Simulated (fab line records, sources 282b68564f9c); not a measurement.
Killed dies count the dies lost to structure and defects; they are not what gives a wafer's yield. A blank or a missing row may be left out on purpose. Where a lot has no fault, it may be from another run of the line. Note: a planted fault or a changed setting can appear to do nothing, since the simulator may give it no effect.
The tool behind it: which one? || flow rit_cmos || 14 lots with 42 wafers sampled at 6 steps, on a route of 202 steps

## WHAT THE GAUGES READ, wafer by wafer
RIT_FOX2_THK_MEAS_01. Usual: FOX2_OXIDE_THK typically reads 354 nm, with standard deviation 5.3.
{"lot": "L115", "measured": "day 1 20:28", "on": "film_metro-01", "FOX2_OXIDE_THK (nm)": "350 350 349", "flag": ""}
{"lot": "L116", "measured": "day 2 01:41", "on": "film_metro-04", "FOX2_OXIDE_THK (nm)": "352 345 351", "flag": ""}
{"lot": "L117", "measured": "day 2 05:52", "on": "film_metro-01", "FOX2_OXIDE_THK (nm)": "351 353 349", "flag": ""}
{"lot": "L118", "measured": "day 2 11:13", "on": "film_metro-03", "FOX2_OXIDE_THK (nm)": "353 357 362", "flag": ""}
{"lot": "L120", "measured": "day 2 23:26", "on": "film_metro-01", "FOX2_OXIDE_THK (nm)": "352 347 352", "flag": ""}
{"lot": "L121", "measured": "day 3 03:27", "on": "film_metro-03", "FOX2_OXIDE_THK (nm)": "355 356 353", "flag": ""}
{"lot": "L122", "measured": "day 3 06:29", "on": "film_metro-03", "FOX2_OXIDE_THK (nm)": "358 357 357", "flag": ""}
{"lot": "L124", "measured": "day 3 17:02", "on": "film_metro-04", "FOX2_OXIDE_THK (nm)": "359 361 358", "flag": ""}
{"lot": "L125", "measured": "day 3 20:44", "on": "film_metro-04", "FOX2_OXIDE_THK (nm)": "342 345 347", "flag": ""}
{"lot": "L129", "measured": "day 4 18:52", "on": "film_metro-03", "FOX2_OXIDE_THK (nm)": "370 366 363", "flag": ""}
{"lot": "L130", "measured": "day 5 00:26", "on": "film_metro-03", "FOX2_OXIDE_THK (nm)": "365 360 360", "flag": ""}
{"lot": "L135", "measured": "day 6 13:35", "on": "film_metro-04", "FOX2_OXIDE_THK (nm)": "351 350 351", "flag": ""}
{"lot": "L136", "measured": "day 6 20:05", "on": "film_metro-03", "FOX2_OXIDE_THK (nm)": "355 356 346", "flag": ""}
{"lot": "L138", "measured": "day 7 04:24", "on": "film_metro-03", "FOX2_OXIDE_THK (nm)": "356 358 362", "flag": ""}

RIT_PLDD_TW_MEAS_10. Usual: PLDD_TW typically reads 2366, with standard deviation 25.
{"lot": "L115", "measured": "day 2 20:50", "on": "film_metro-01", "PLDD_TW": "2345 2361 2363", "flag": ""}
{"lot": "L116", "measured": "day 3 07:32", "on": "film_metro-02", "PLDD_TW": "2350 2359 2363", "flag": ""}
{"lot": "L117", "measured": "day 3 09:55", "on": "film_metro-03", "PLDD_TW": "2402 2405 2406", "flag": ""}
{"lot": "L118", "measured": "day 3 13:20", "on": "film_metro-02", "PLDD_TW": "2366 2347 2350", "flag": ""}
{"lot": "L120", "measured": "day 4 06:07", "on": "film_metro-03", "PLDD_TW": "2376 2387 2404", "flag": ""}
{"lot": "L121", "measured": "day 4 08:13", "on": "film_metro-01", "PLDD_TW": "2359 2361 2355", "flag": ""}
{"lot": "L122", "measured": "day 4 11:14", "on": "film_metro-01", "PLDD_TW": "2373 2365 2360", "flag": ""}
{"lot": "L124", "measured": "day 4 23:17", "on": "film_metro-03", "PLDD_TW": "2407 2402 2408", "flag": ""}
{"lot": "L125", "measured": "day 5 02:07", "on": "film_metro-02", "PLDD_TW": "2359 2355 2354", "flag": ""}
{"lot": "L129", "measured": "day 6 02:49", "on": "film_metro-01", "PLDD_TW": "2141 2131 2142", "flag": "OFF"}
{"lot": "L130", "measured": "day 6 20:24", "on": "film_metro-02", "PLDD_TW": "2131 2115 2135", "flag": "OFF"}
{"lot": "L135", "measured": "day 7 22:01", "on": "film_metro-02", "PLDD_TW": "2358 2350 2342", "flag": ""}
{"lot": "L136", "measured": "day 8 02:32", "on": "film_metro-03", "PLDD_TW": "2400 2420 2417", "flag": ""}
{"lot": "L138", "measured": "day 8 11:19", "on": "film_metro-01", "PLDD_TW": "2340 2338 2344", "flag": ""}

RIT_SDANNEAL_RS_MEAS_06: measures by four-point-probe. Usual: PLDD_RS typically reads 178.4 ohm/sq, with standard deviation 0.45.
{"lot": "L115", "measured": "day 3 04:02", "on": "film_metro-01", "PLDD_RS (ohm/sq)": "178.1 177.7 177.4", "flag": ""}
{"lot": "L116", "measured": "day 3 13:44", "on": "film_metro-03", "PLDD_RS (ohm/sq)": "178.5 178.2 178.6", "flag": ""}
{"lot": "L117", "measured": "day 3 16:17", "on": "film_metro-03", "PLDD_RS (ohm/sq)": "178.6 178.2 178.7", "flag": ""}
{"lot": "L118", "measured": "day 3 19:53", "on": "film_metro-02", "PLDD_RS (ohm/sq)": "177.8 178.3 177.9", "flag": ""}
{"lot": "L120", "measured": "day 4 12:34", "on": "film_metro-01", "PLDD_RS (ohm/sq)": "178.5 179.0 178.6", "flag": ""}
{"lot": "L121", "measured": "day 4 14:45", "on": "film_metro-01", "PLDD_RS (ohm/sq)": "179.4 178.7 179.1", "flag": ""}
{"lot": "L122", "measured": "day 4 17:43", "on": "film_metro-03", "PLDD_RS (ohm/sq)": "178.6 178.7 179.1", "flag": ""}
{"lot": "L124", "measured": "day 5 05:22", "on": "film_metro-02", "PLDD_RS (ohm/sq)": "177.9 178.0 178.3", "flag": ""}
{"lot": "L125", "measured": "day 5 08:22", "on": "film_metro-02", "PLDD_RS (ohm/sq)": "177.9 178.4 178.2", "flag": ""}
{"lot": "L129", "measured": "day 6 09:32", "on": "film_metro-01", "PLDD_RS (ohm/sq)": "203.1 203.1 203.2", "flag": "OFF"}
{"lot": "L130", "measured": "day 7 02:32", "on": "film_metro-01", "PLDD_RS (ohm/sq)": "203.1 202.9 203.6", "flag": "OFF"}
{"lot": "L135", "measured": "day 8 04:53", "on": "film_metro-01", "PLDD_RS (ohm/sq)": "178.5 178.5 178.9", "flag": ""}
{"lot": "L136", "measured": "day 8 08:55", "on": "film_metro-03", "PLDD_RS (ohm/sq)": "178.4 178.5 178.8", "flag": ""}
{"lot": "L138", "measured": "day 8 17:58", "on": "film_metro-01", "PLDD_RS (ohm/sq)": "178.7 178.5 179.0", "flag": ""}

RIT_M1_OVL_MEAS_10. Usual: M1_OVL typically reads 0.9 nm, with standard deviation 1.2.
{"lot": "L115", "measured": "day 3 09:09", "on": "overlay-01", "M1_OVL (nm)": "-1.8 1.0 -0.4", "flag": ""}
{"lot": "L116", "measured": "day 3 18:20", "on": "overlay-02", "M1_OVL (nm)": "2.9 1.7 1.1", "flag": ""}
{"lot": "L117", "measured": "day 3 20:59", "on": "overlay-01", "M1_OVL (nm)": "1.6 1.8 1.0", "flag": ""}
{"lot": "L118", "measured": "day 4 00:56", "on": "overlay-01", "M1_OVL (nm)": "2.2 1.1 -0.2", "flag": ""}
{"lot": "L120", "measured": "day 4 17:13", "on": "overlay-02", "M1_OVL (nm)": "2.2 -0.3 1.2", "flag": ""}
{"lot": "L121", "measured": "day 4 19:56", "on": "overlay-02", "M1_OVL (nm)": "-0.2 0.4 -0.1", "flag": ""}
{"lot": "L122", "measured": "day 4 22:22", "on": "overlay-02", "M1_OVL (nm)": "1.4 2.5 2.9", "flag": ""}
{"lot": "L124", "measured": "day 5 09:57", "on": "overlay-01", "M1_OVL (nm)": "0.1 -0.2 0.7", "flag": ""}
{"lot": "L125", "measured": "day 5 12:56", "on": "overlay-01", "M1_OVL (nm)": "3.3 1.6 1.4", "flag": ""}
{"lot": "L129", "measured": "day 6 14:14", "on": "overlay-01", "M1_OVL (nm)": "0.0 1.1 0.8", "flag": ""}
{"lot": "L130", "measured": "day 7 07:14", "on": "overlay-01", "M1_OVL (nm)": "0.0 0.3 0.4", "flag": ""}
{"lot": "L135", "measured": "day 8 10:01", "on": "overlay-01", "M1_OVL (nm)": "0.3 2.0 2.2", "flag": ""}
{"lot": "L136", "measured": "day 8 13:47", "on": "overlay-02", "M1_OVL (nm)": "2.6 2.5 4.1", "flag": ""}
{"lot": "L138", "measured": "day 8 23:44", "on": "overlay-01", "M1_OVL (nm)": "-0.6 1.9 -0.5", "flag": ""}

## WHICH TOOL RAN EACH LOT (tool, then ch and the chambers of the sampled wafers, then the start)
{"lot": "L115", "RIT_PLDD_IMPLANT_08": "implanter-04 ch 0, day 2 20:30", "RIT_CONTACT_STRIP_12": "plasma_asher-01 ch 0,1, day 3 06:44"}
{"lot": "L116", "RIT_PLDD_IMPLANT_08": "implanter-04 ch 0, day 3 07:14", "RIT_CONTACT_STRIP_12": "plasma_asher-01 ch 0,1, day 3 16:06"}
{"lot": "L117", "RIT_PLDD_IMPLANT_08": "implanter-04 ch 0, day 3 09:36", "RIT_CONTACT_STRIP_12": "plasma_asher-02 ch 0,1, day 3 18:51"}
{"lot": "L118", "RIT_PLDD_IMPLANT_08": "implanter-01 ch 0, day 3 13:01", "RIT_CONTACT_STRIP_12": "plasma_asher-02 ch 0,1, day 3 22:19"}
{"lot": "L120", "RIT_PLDD_IMPLANT_08": "implanter-01 ch 0, day 4 05:48", "RIT_CONTACT_STRIP_12": "plasma_asher-03 ch 0,1, day 4 15:02"}
{"lot": "L121", "RIT_PLDD_IMPLANT_08": "implanter-01 ch 0, day 4 07:55", "RIT_CONTACT_STRIP_12": "plasma_asher-02 ch 0,1, day 4 17:35"}
{"lot": "L122", "RIT_PLDD_IMPLANT_08": "implanter-01 ch 0, day 4 10:55", "RIT_CONTACT_STRIP_12": "plasma_asher-03 ch 0,1, day 4 20:05"}
{"lot": "L124", "RIT_PLDD_IMPLANT_08": "implanter-01 ch 0, day 4 22:58", "RIT_CONTACT_STRIP_12": "plasma_asher-03 ch 0,1, day 5 07:42"}
{"lot": "L125", "RIT_PLDD_IMPLANT_08": "implanter-01 ch 0, day 5 01:49", "RIT_CONTACT_STRIP_12": "plasma_asher-01 ch 0,1, day 5 10:51"}
{"lot": "L129", "RIT_PLDD_IMPLANT_08": "implanter-04 ch 0, day 6 02:29", "RIT_CONTACT_STRIP_12": "plasma_asher-01 ch 0,1, day 6 12:00"}
{"lot": "L130", "RIT_PLDD_IMPLANT_08": "implanter-04 ch 0, day 6 20:05", "RIT_CONTACT_STRIP_12": "plasma_asher-03 ch 0,1, day 7 05:07"}
{"lot": "L135", "RIT_PLDD_IMPLANT_08": "implanter-03 ch 0, day 7 21:42", "RIT_CONTACT_STRIP_12": "plasma_asher-01 ch 0,1, day 8 07:46"}
{"lot": "L136", "RIT_PLDD_IMPLANT_08": "implanter-03 ch 0, day 8 02:14", "RIT_CONTACT_STRIP_12": "plasma_asher-01 ch 0,1, day 8 11:34"}
{"lot": "L138", "RIT_PLDD_IMPLANT_08": "implanter-03 ch 0, day 8 11:00", "RIT_CONTACT_STRIP_12": "plasma_asher-02 ch 0,1, day 8 20:52"}
- RIT_PLDD_IMPLANT_08
- RIT_CONTACT_STRIP_12: strips in O2, time 180 s.

## WHAT THE TOOLS THEMSELVES READ (means of the sampled wafers that have a number; where no wafer has one, the mark that the record gives instead)
RIT_PLDD_IMPLANT_08. Usual: beam_energy_keV 19.999, standard deviation 0.006.
{"lot": "L115", "tool": "implanter-04", "beam_energy_keV": 19.996, "flag": ""}
{"lot": "L116", "tool": "implanter-04", "beam_energy_keV": 19.999, "flag": ""}
{"lot": "L117", "tool": "implanter-04", "beam_energy_keV": 19.993, "flag": ""}
{"lot": "L118", "tool": "implanter-01", "beam_energy_keV": 20.006, "flag": ""}
{"lot": "L120", "tool": "implanter-01", "beam_energy_keV": 19.999, "flag": ""}
{"lot": "L121", "tool": "implanter-01", "beam_energy_keV": 19.999, "flag": ""}
{"lot": "L122", "tool": "implanter-01", "beam_energy_keV": 20.000, "flag": ""}
{"lot": "L124", "tool": "implanter-01", "beam_energy_keV": 20.001, "flag": ""}
{"lot": "L125", "tool": "implanter-01", "beam_energy_keV": 20.000, "flag": ""}
{"lot": "L129", "tool": "implanter-04", "beam_energy_keV": 13.997, "flag": "OFF"}
{"lot": "L130", "tool": "implanter-04", "beam_energy_keV": 13.996, "flag": "OFF"}
{"lot": "L135", "tool": "implanter-03", "beam_energy_keV": 19.998, "flag": ""}
{"lot": "L136", "tool": "implanter-03", "beam_energy_keV": 20.000, "flag": ""}
{"lot": "L138", "tool": "implanter-03", "beam_energy_keV": 19.996, "flag": ""}

RIT_CONTACT_STRIP_12. Usual: drypump_motor_current_A 5.9 A, standard deviation 0.46.
{"lot": "L115", "tool": "plasma_asher-01", "drypump_motor_current_A (A)": 5.6, "flag": ""}
{"lot": "L116", "tool": "plasma_asher-01", "drypump_motor_current_A (A)": 5.5, "flag": ""}
{"lot": "L117", "tool": "plasma_asher-02", "drypump_motor_current_A (A)": 5.6, "flag": ""}
{"lot": "L118", "tool": "plasma_asher-02", "drypump_motor_current_A (A)": 5.6, "flag": ""}
{"lot": "L120", "tool": "plasma_asher-03", "drypump_motor_current_A (A)": 6.3, "flag": ""}
{"lot": "L121", "tool": "plasma_asher-02", "drypump_motor_current_A (A)": 5.6, "flag": ""}
{"lot": "L122", "tool": "plasma_asher-03", "drypump_motor_current_A (A)": 6.5, "flag": ""}
{"lot": "L124", "tool": "plasma_asher-03", "drypump_motor_current_A (A)": 6.5, "flag": ""}
{"lot": "L125", "tool": "plasma_asher-01", "drypump_motor_current_A (A)": 5.7, "flag": ""}
{"lot": "L129", "tool": "plasma_asher-01", "drypump_motor_current_A (A)": 5.7, "flag": ""}
{"lot": "L130", "tool": "plasma_asher-03", "drypump_motor_current_A (A)": 6.5, "flag": ""}
{"lot": "L135", "tool": "plasma_asher-01", "drypump_motor_current_A (A)": 5.6, "flag": ""}
{"lot": "L136", "tool": "plasma_asher-01", "drypump_motor_current_A (A)": 5.7, "flag": ""}
{"lot": "L138", "tool": "plasma_asher-02", "drypump_motor_current_A (A)": 5.6, "flag": ""}

## THE ANSWER, worked out from the rows above alone
Rule: take the mean of a lot's wafers that have a number; if it is more than 3 standard deviations from the usual mean, the lot is off. A lot without any number at a reading at which 4 lots or more have one is off too. The other lots that the step has rows for count as sound. The gauges are gone through in route order, then the tools' own readings, and for those a lot's mean is taken as printed above. The first step at which some lot is off is used, and at that step the reading that is off furthest; a lot without a number counts as furthest.
Off: L129, L130, at RIT_PLDD_TW_MEAS_10 (PLDD_TW).
A tool fits if, at a process step before that reading, it ran every lot that is off, and no sound lot after the first of them. The gauges at RIT_PLDD_TW_MEAS_10 aren't tried: what is off there is off at RIT_PLDD_IMPLANT_08 too, on other tools, and a gauge's error can't cause that. One fits: implanter-04 at RIT_PLDD_IMPLANT_08. Its last sound lot is L117 (day 3 09:36), its first lot that is off L129 (day 6 02:29): a fault that began between those two fits.
The tool's own readings at RIT_PLDD_IMPLANT_08 bear it out: on the lots that are off they differ by more than 5 times the standard deviation of the sound lots' means. beam_energy_keV reads 13.997 there against 19.999 on the sound lots.

## WHAT THE SIMULATOR HAD PUT IN
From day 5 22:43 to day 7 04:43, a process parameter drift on implanter-04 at RIT_PLDD_IMPLANT_08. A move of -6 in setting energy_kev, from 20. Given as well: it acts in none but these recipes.
Shown lots that were struck: L129, L130. The same result came from the rule above.
